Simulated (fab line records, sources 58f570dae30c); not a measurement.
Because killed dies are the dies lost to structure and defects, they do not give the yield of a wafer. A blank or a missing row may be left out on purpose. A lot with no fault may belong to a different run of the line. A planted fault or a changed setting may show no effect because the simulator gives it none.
Which of the tools did it? + flow berkeley-cmos170 + 42 wafers from 14 lots sampled at 4 of the route's 331 steps

## WHAT EACH GAUGE READ, for each wafer
UCB170_START_THK_MEAS_03.
| lot  | measured    | on            | START_OXIDE_THK (nm) |
|------|-------------|---------------|----------------------|
| L527 | day 1 19:17 | film-metro-03 | 19.7 19.5 19.7       |
| L528 | day 1 19:18 | film-metro-01 | 20.5 20.0 20.2       |
| L529 | day 1 23:22 | film-metro-01 | 20.3 19.7 20.1       |
| L530 | day 2 05:28 | film-metro-02 | 20.4 19.9 20.0       |
| L531 | day 2 10:12 | film-metro-03 | 20.7 20.4 20.4       |
| L533 | day 2 18:52 | film-metro-01 | 20.5 20.3 19.9       |
| L534 | day 3 01:51 | film-metro-02 | 20.3 20.0 20.0       |
| L535 | day 3 05:35 | film-metro-01 | 19.8 19.9 19.3       |
| L537 | day 3 15:42 | film-metro-01 | 20.3 20.0 20.2       |
| L540 | day 4 05:50 | film-metro-01 | 20.4 20.3 20.0       |
| L541 | day 4 11:39 | film-metro-02 | 20.0 20.2 20.5       |
| L546 | day 5 13:41 | film-metro-02 | 20.1 19.8 19.6       |
| L547 | day 5 18:01 | film-metro-01 | 20.2 20.2 20.1       |
| L548 | day 5 22:16 | film-metro-03 | 20.7 20.7 20.6       |

UCB170_NWELL_THK_MEAS_02.
| lot  | measured    | on            | NWELL_OXIDE_THK (nm) |
|------|-------------|---------------|----------------------|
| L527 | day 2 01:13 | film-metro-04 | 26.3 26.0 25.9       |
| L528 | day 2 01:14 | film-metro-01 | 26.7 26.3 26.7       |
| L529 | day 2 06:49 | film-metro-03 | 26.2 26.1 25.8       |
| L530 | day 2 15:31 | film-metro-03 | 26.2 26.0 25.7       |
| L531 | day 2 19:21 | film-metro-03 | 26.1 26.3 26.3       |
| L533 | day 3 02:08 | film-metro-04 | 26.6 26.9 26.7       |
| L534 | day 3 10:11 | film-metro-04 | 26.8 26.1 26.2       |
| L535 | day 3 14:47 | film-metro-03 | 27.3 27.4 26.7       |
| L537 | day 3 23:30 | film-metro-03 | 25.9 26.1 26.2       |
| L540 | day 4 15:23 | film-metro-04 | 41.6 41.0 41.2       |
| L541 | day 4 22:40 | film-metro-01 | 40.6 40.4 39.9       |
| L546 | day 5 20:00 | film-metro-03 | 25.6 26.3 26.0       |
| L547 | day 6 01:36 | film-metro-03 | 26.5 26.2 26.4       |
| L548 | day 6 10:43 | film-metro-04 | 26.6 27.1 26.6       |

UCB170_PWELL_OVL_MEAS_13.
| lot  | measured    | on         | PWELL_OVL (nm) |
|------|-------------|------------|----------------|
| L527 | day 3 04:18 | overlay-01 | 4 3 0          |
| L528 | day 3 04:47 | overlay-02 | -4 -3 -2       |
| L529 | day 3 06:27 | overlay-02 | -9 -1 -8       |
| L530 | day 3 10:52 | overlay-02 | 1 -4 -6        |
| L531 | day 3 19:10 | overlay-01 | -2 7 -9        |
| L533 | day 4 03:58 | overlay-01 | 4 5 -4         |
| L534 | day 4 16:57 | overlay-02 | -8 -7 -13      |
| L535 | day 4 17:12 | overlay-01 | -2 -4 -7       |
| L537 | day 4 22:02 | overlay-02 | -11 -9 -5      |
| L540 | day 5 13:54 | overlay-01 | 1 -10 1        |
| L541 | day 5 22:03 | overlay-01 | 6 7 12         |
| L546 | day 6 20:34 | overlay-02 | -9 -14 -2      |
| L547 | day 7 00:50 | overlay-01 | 2 4 5          |
| L548 | day 7 12:15 | overlay-01 | -4 -5 -6       |

## TOOL THAT RAN EACH LOT (tool first, then ch and the chambers of the sampled wafers, then the start)
| lot  | UCB170_NWELL_OXIDATION_01    |
|------|------------------------------|
| L527 | furnace-02 ch 0, day 1 23:52 |
| L528 | furnace-02 ch 0, day 1 23:52 |
| L529 | furnace-02 ch 0, day 2 05:28 |
| L530 | furnace-01 ch 0, day 2 14:09 |
| L531 | furnace-02 ch 0, day 2 17:59 |
| L533 | furnace-02 ch 0, day 3 00:46 |
| L534 | furnace-01 ch 0, day 3 08:50 |
| L535 | furnace-03 ch 0, day 3 13:26 |
| L537 | furnace-02 ch 0, day 3 22:08 |
| L540 | furnace-01 ch 0, day 4 11:20 |
| L541 | furnace-02 ch 0, day 4 18:38 |
| L546 | furnace-02 ch 0, day 5 18:38 |
| L547 | furnace-02 ch 0, day 6 00:15 |
| L548 | furnace-02 ch 0, day 6 09:21 |
- UCB170_NWELL_OXIDATION_01: target thk 26.4 nm, ox time 1260 s.

## WHAT THE TOOLS THEMSELVES READ (means of the sampled wafers that have a number; where no wafer has one, the mark that the record gives instead)
The record holds no such reading with a usual standard deviation.

## THE ANSWER, worked out from the rows above alone
Rule: the usual values come from the lots themselves. Put in order of their means at a reading, lots are off if they are a third of the lots or fewer, leave a main group of 4 or more, and stand apart from it by a gap of 3 or more times the standard deviation of the main group's means; of several such gaps the widest counts. A main group is skipped when, at the precision printed for the reading in the tables above, its means are all equal. A lot without any number at a reading at which 4 lots or more have one is off too. The other lots that the step has rows for count as sound. Order of review: gauges by route order, followed by the tools' own readings, for which a lot's mean as printed above is used. The first step at which some lot is off is used, and at that step the reading that is off furthest; a lot without a number counts as furthest.
Off: L540, L541, at UCB170_NWELL_THK_MEAS_02 (NWELL_OXIDE_THK). The main group: mean 26.4 nm, standard deviation 0.36.
If a tool, at a process step before that reading, ran all the lots that are off and no sound lot after the first of them, it fits. Those tools and the gauges at UCB170_NWELL_THK_MEAS_02 are tried in the same way. Not one of the candidates tried fits.

## WHAT THE SIMULATOR HAD INSERTED
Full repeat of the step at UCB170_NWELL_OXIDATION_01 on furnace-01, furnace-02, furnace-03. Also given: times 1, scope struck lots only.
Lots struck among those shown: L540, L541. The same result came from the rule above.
